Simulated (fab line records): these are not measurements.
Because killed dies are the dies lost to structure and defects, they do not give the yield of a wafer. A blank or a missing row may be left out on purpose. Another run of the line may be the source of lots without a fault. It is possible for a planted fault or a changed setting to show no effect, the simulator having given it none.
Tool commonality check	flow berkeley-cmos170	14 lots, 48 wafers sampled

== REASON IT WAS OPENED ==
At UCB170_CONTACT_THK_MEAS_02 the reading CONTACT_PSG_THK is flagged on 2 of 14 lots. No-fault wafers: 698 nm, standard deviation 5.5.
Rule: flag the lot when none of its wafers has a number, or when each of its wafers that has one lies beyond 4 standard deviations from that mean. As for the other lots, they are considered sound.

lot	measured	on	CONTACT_PSG_THK (nm), wafer by wafer	flag
L371	day 8 11:22	film-metro-02	697 695 690	
L373	day 8 11:25	film-metro-02	705 703 705	
L375	day 9 10:57	film-metro-02	691 696 693	
L374	day 9 11:03	film-metro-03	695 695 691	
L379	day 10 18:19	film-metro-02	766 761 762 766 761 761	FLAGGED
L380	day 10 20:08	film-metro-02	762 767 760 763 767 761	FLAGGED
L385	day 12 06:49	film-metro-02	695 697 705	
L386	day 12 08:41	film-metro-02	704 703 701	
L388	day 12 19:12	film-metro-03	697 693 697	
L389	day 12 20:59	film-metro-02	694 694 695	
L391	day 13 02:41	film-metro-04	703 696 699	
L392	day 13 13:17	film-metro-02	700 698 701	
L394	day 13 13:17	film-metro-03	691 690 682	
L393	day 13 13:19	film-metro-04	698 699 702	
The mean of the flagged lots' numbers is 763 nm, +65 nm from the usual (+12 standard deviations).

== TOOL THAT RAN EACH LOT ==
The record holds 2 process steps before the reading, out of a route of 331 steps. Each cell gives the tool, then ch followed by the chambers the sampled wafers passed through, then the start.
lot	flag	UCB170_SDANNEAL_RTA_00	UCB170_CONTACT_CVD_01
L371		rtp-anneal-02 ch 0, day 8 06:27	lpcvd-01 ch 0, day 8 09:35
L373		rtp-anneal-01 ch 0, day 8 07:05	lpcvd-01 ch 0, day 8 09:35
L375		rtp-anneal-02 ch 0, day 9 07:50	lpcvd-02 ch 0, day 9 09:10
L374		rtp-anneal-01 ch 0, day 9 08:07	lpcvd-01 ch 1, day 9 09:16
L379	FLAGGED	rtp-anneal-02 ch 0, day 10 15:23	lpcvd-02 ch 1, day 10 16:32
L380	FLAGGED	rtp-anneal-02 ch 0, day 10 15:52	lpcvd-02 ch 0, day 10 18:19
L385		rtp-anneal-01 ch 0, day 12 03:53	lpcvd-01 ch 0, day 12 05:02
L386		rtp-anneal-01 ch 0, day 12 04:46	lpcvd-01 ch 1, day 12 06:49
L388		rtp-anneal-02 ch 0, day 12 16:02	lpcvd-01 ch 0, day 12 17:25
L389		rtp-anneal-01 ch 0, day 12 16:20	lpcvd-01 ch 1, day 12 19:11
L391		rtp-anneal-02 ch 0, day 12 22:50	lpcvd-01 ch 1, day 12 23:59
L392		rtp-anneal-01 ch 0, day 13 09:02	lpcvd-02 ch 1, day 13 11:30
L394		rtp-anneal-01 ch 0, day 13 08:32	lpcvd-02 ch 0, day 13 11:30
L393		rtp-anneal-02 ch 0, day 13 08:45	lpcvd-02 ch 1, day 13 11:30
What these steps do:
- UCB170_SDANNEAL_RTA_00: time 10 s.
- UCB170_CONTACT_CVD_01: deposits PSG from SiH4/O2/PH3, target thk 700 nm, time 2820 s.
- UCB170_CONTACT_THK_MEAS_02

== FLAGGED AGAINST TOTAL, ONE TOOL AT A TIME (gauges that did the reading follow at the end) ==
step	tool	lots run	flagged	share of the flagged lots	sound lots run after its first flagged lot
UCB170_SDANNEAL_RTA_00	rtp-anneal-01	7	0	none	-
UCB170_SDANNEAL_RTA_00	rtp-anneal-02	7	2	all	3 (L388,L391,L393)
UCB170_CONTACT_CVD_01	lpcvd-01	8	0	none	-
UCB170_CONTACT_CVD_01	lpcvd-02	6	2	all	3 (L392,L393,L394)
UCB170_CONTACT_THK_MEAS_02	film-metro-02	9	2	all	4 (L385,L386,L389,L392)
UCB170_CONTACT_THK_MEAS_02	film-metro-03	3	0	none	-
UCB170_CONTACT_THK_MEAS_02	film-metro-04	2	0	none	-

== THE TABLE: WHAT IT ALLOWS ==
All flagged lots were run by 3 table rows, namely rtp-anneal-02 at UCB170_SDANNEAL_RTA_00, lpcvd-02 at UCB170_CONTACT_CVD_01, film-metro-02 at UCB170_CONTACT_THK_MEAS_02.
- rtp-anneal-02 at UCB170_SDANNEAL_RTA_00 ran 7 lots, 2 of them flagged. Lots that were sound ran on it after the first flagged one (L388, L391, L393); a persistent fault on the entire tool would not allow that.
- lpcvd-02 at UCB170_CONTACT_CVD_01 ran 6 lots, 2 of them flagged. Lots that were sound ran on it after the first flagged one (L392, L393, L394); a persistent fault on the entire tool would not allow that. Its own readings lie more than 4 standard deviations out on every wafer of the flagged lots: pressure-mtorr.
- film-metro-02 at UCB170_CONTACT_THK_MEAS_02 ran 9 lots, 2 of them flagged. Lots that were sound ran on it after the first flagged one (L385, L386, L389, L392); a persistent fault on the entire tool would not allow that.
Every row of the table either missed a flagged lot or ran a sound lot after the first.

== WHAT WAS PUT IN BY THE SIMULATOR ==
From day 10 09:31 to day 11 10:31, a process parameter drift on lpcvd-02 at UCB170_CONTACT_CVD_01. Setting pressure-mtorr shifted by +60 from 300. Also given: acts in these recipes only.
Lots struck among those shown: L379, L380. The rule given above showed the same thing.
